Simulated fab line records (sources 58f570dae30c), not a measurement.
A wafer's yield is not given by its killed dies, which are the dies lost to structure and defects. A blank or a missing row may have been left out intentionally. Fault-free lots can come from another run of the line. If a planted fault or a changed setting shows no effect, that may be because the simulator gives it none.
Which of the tools did it? / flow berkeley cmos170 / at 1 step of a route of 331, 6 lots with 18 wafers sampled

WHAT THE GAUGES SHOWED, per wafer
UCB170_ACTIVE_THK_MEAS_06.
lot=L868; measured=day 4 10:26; on=film metro-02; ACTIVE_NITRIDE_THK (nm)=218.2 218.4 218.3
lot=L870; measured=day 5 01:22; on=film metro-01; ACTIVE_NITRIDE_THK (nm)=224.0 222.6 221.4
lot=L872; measured=day 5 15:41; on=film metro-02; ACTIVE_NITRIDE_THK (nm)=219.8 222.3 218.5
lot=L875; measured=day 6 09:01; on=film metro-01; ACTIVE_NITRIDE_THK (nm)=222.8 221.9 221.6
lot=L880; measured=day 7 11:50; on=film metro-04; ACTIVE_NITRIDE_THK (nm)=221.3 220.4 221.2
lot=L885; measured=day 8 08:13; on=film metro-04; ACTIVE_NITRIDE_THK (nm)=220.5 220.4 217.5

EACH LOT AND THE TOOL THAT RAN IT (in order: tool; ch and the chambers of the sampled wafers; start)
Before these readings, the record contains no process step.

THE ANSWER, worked out from the rows above alone
Rule: the usual values come from the lots themselves. The widest of any qualifying gaps counts: lots, ordered by their means at a reading, are off when they make up no more than a third of the lots, leave a main group of 4 or more, and stand apart from it by 3 or more times the standard deviation of that group's means. A main group is skipped when, at the precision printed for the reading in the tables above, its means are all equal. Also off: a lot with no number at a reading for which 4 or more lots have one. The other lots that the step has rows for count as sound.
Nothing can be told from this: no lot is off at any reading shown.

WHAT HAD BEEN PUT IN BY THE SIMULATOR
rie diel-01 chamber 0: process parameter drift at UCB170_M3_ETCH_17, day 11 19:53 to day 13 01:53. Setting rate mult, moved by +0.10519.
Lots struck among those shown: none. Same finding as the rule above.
